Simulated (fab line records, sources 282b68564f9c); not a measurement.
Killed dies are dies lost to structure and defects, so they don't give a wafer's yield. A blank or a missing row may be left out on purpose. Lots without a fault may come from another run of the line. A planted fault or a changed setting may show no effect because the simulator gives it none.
Which tool did it? | flow rit_cmos | 7 lots, 21 wafers sampled, at 2 steps of a route of 202

WHAT THE GAUGES READ, wafer by wafer
RIT_NLDD_TW_MEAS_10.
lot  | measured    | on            | NLDD_TW
L860 | day 3 13:55 | film_metro-04 | 2485 2510 2493
L862 | day 4 01:35 | film_metro-04 | 2486 2480 2465
L865 | day 4 16:37 | film_metro-04 | 2487 2499 2476
L868 | day 5 05:58 | film_metro-04 | 30 30 30 30 30 30
L873 | day 6 06:48 | film_metro-04 | 2479 2481 2469
L878 | day 7 04:53 | film_metro-04 | 2486 2465 2467
L880 | day 7 16:11 | film_metro-04 | 2462 2470 2474

WHICH TOOL RAN EACH LOT (tool, then ch and the chambers of the sampled wafers, then the start)
lot  | RIT_NLDD_DEVELOP_05
L860 | litho_track-02 ch 0, day 3 13:00
L862 | litho_track-04 ch 0, day 4 00:00
L865 | litho_track-01 ch 0, day 4 15:00
L868 | litho_track-04 ch 0, day 5 05:00
L873 | litho_track-01 ch 0, day 6 06:00
L878 | litho_track-02 ch 0, day 7 04:00
L880 | litho_track-02 ch 0, day 7 15:00
- RIT_NLDD_DEVELOP_05: develop time 50 s.

THE ANSWER, worked out from the rows above alone
Rule: what is usual is taken from the lots themselves. Put in order of their means at a reading, lots are off if they are a third of the lots or fewer, leave a main group of 4 or more, and stand apart from it by a gap of 3 or more times the standard deviation of the main group's means; of several such gaps the widest counts. A main group whose means are all the same, to the digits that the tables above print for the reading, isn't used. A lot without any number at a reading at which 4 lots or more have one is off too. The other lots that the step has rows for count as sound.
Off: L868, at RIT_NLDD_TW_MEAS_10 (NLDD_TW). The main group: mean 2480, standard deviation 9.3.
A tool fits if, at a process step before that reading, it ran every lot that is off, and no sound lot after the first of them. The gauges at RIT_NLDD_TW_MEAS_10 are tried like those tools. One fits: litho_track-04 at RIT_NLDD_DEVELOP_05. Its last sound lot is L862 (day 4 00:00), its first lot that is off L868 (day 5 05:00): a fault that began between those two fits.

WHAT THE SIMULATOR HAD PUT IN
Process parameter drift: litho_track-04, from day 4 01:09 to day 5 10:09, at RIT_NLDD_DEVELOP_05. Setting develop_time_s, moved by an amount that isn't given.
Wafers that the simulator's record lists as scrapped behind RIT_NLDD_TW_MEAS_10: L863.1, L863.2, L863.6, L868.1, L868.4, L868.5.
Lots struck among those shown: L868. The rule above found the same.
